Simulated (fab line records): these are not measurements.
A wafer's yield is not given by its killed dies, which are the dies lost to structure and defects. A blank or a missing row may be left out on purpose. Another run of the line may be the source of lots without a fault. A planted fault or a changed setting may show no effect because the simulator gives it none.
The tool behind it: which one?    flow ritCmos    13 lots with 39 wafers sampled at 2 steps, on a route of 202 steps

WHAT EACH GAUGE READ, for each wafer
RIT_GATE_CD_MEAS_16: the cd target is 150 nm.
lot   measured     on        cdNm (nm)
L468  day 2 12:55  cdSem-01  152.0 155.5 153.7
L469  day 2 18:14  cdSem-02  152.3 155.6 151.8
L471  day 3 04:03  cdSem-02  151.3 153.8 152.5
L472  day 3 08:49  cdSem-02  154.0 153.2 154.4
L473  day 3 18:11  cdSem-01  148.6 143.6 146.3
L474  day 4 00:25  cdSem-01  150.5 152.4 152.6
L475  day 4 01:52  cdSem-01  148.6 148.4 148.8
L476  day 4 04:54  cdSem-01  149.1 147.3 147.1
L478  day 4 16:42  cdSem-01  151.6 151.3 151.8
L481  day 5 11:58  cdSem-01  130.1 127.2 127.5
L483  day 5 18:47  cdSem-02  151.6 153.1 153.1
L490  day 7 02:52  cdSem-01  153.2 153.2 153.5
L491  day 7 07:43  cdSem-02  148.0 147.2 148.2

WHAT TOOL EACH LOT RAN ON (gives the tool, then ch and the chambers of the sampled wafers, and finally the start)
lot   RIT_GATE_EXPOSE_13
L468  ilineStepper-01 ch 0, day 2 12:29
L469  ilineStepper-01 ch 0, day 2 17:50
L471  ilineStepper-02 ch 0, day 3 03:39
L472  ilineStepper-02 ch 0, day 3 08:20
L473  ilineStepper-01 ch 0, day 3 17:47
L474  ilineStepper-01 ch 0, day 3 23:51
L475  ilineStepper-01 ch 0, day 4 01:28
L476  ilineStepper-02 ch 0, day 4 04:30
L478  ilineStepper-01 ch 0, day 4 16:18
L481  ilineStepper-01 ch 0, day 5 11:34
L483  ilineStepper-01 ch 0, day 5 18:21
L490  ilineStepper-02 ch 0, day 7 02:20
L491  ilineStepper-02 ch 0, day 7 07:11
- RIT_GATE_EXPOSE_13: exposes mask M6, target cd 150 nm.

WHAT THE TOOLS THEMSELVES READ (means of the sampled wafers that have a number; where no wafer has one, the mark that the record gives instead)
The record holds no such reading with a usual standard deviation.

THE ANSWER, worked out from the rows above alone
Rule: what is usual is taken from the lots themselves. Put in order of their means at a reading, lots are off if they are a third of the lots or fewer, leave a main group of 4 or more, and stand apart from it by a gap of 3 or more times the standard deviation of the main group's means; of several such gaps the widest counts. The tables above print the reading to a certain number of digits; a main group whose means all agree to those digits is not used. Also off: a lot with no number at a reading for which 4 or more lots have one. All remaining lots with rows at the step are treated as sound. The gauges are gone through in route order, then the tools' own readings, and for those a lot's mean is taken as printed above. At the first step where some lot is off, the reading lying furthest off is the one used; lots without a number count as furthest.
Off: L481, at RIT_GATE_CD_MEAS_16 (cdNm). Main group: mean 151.1 nm, sd 2.6.
A tool fits if, at a process step before that reading, it ran every lot that is off, and no sound lot after the first of them. The gauges at RIT_GATE_CD_MEAS_16 are tried like those tools. None of those tried fits.

WHAT THE SIMULATOR PUT IN
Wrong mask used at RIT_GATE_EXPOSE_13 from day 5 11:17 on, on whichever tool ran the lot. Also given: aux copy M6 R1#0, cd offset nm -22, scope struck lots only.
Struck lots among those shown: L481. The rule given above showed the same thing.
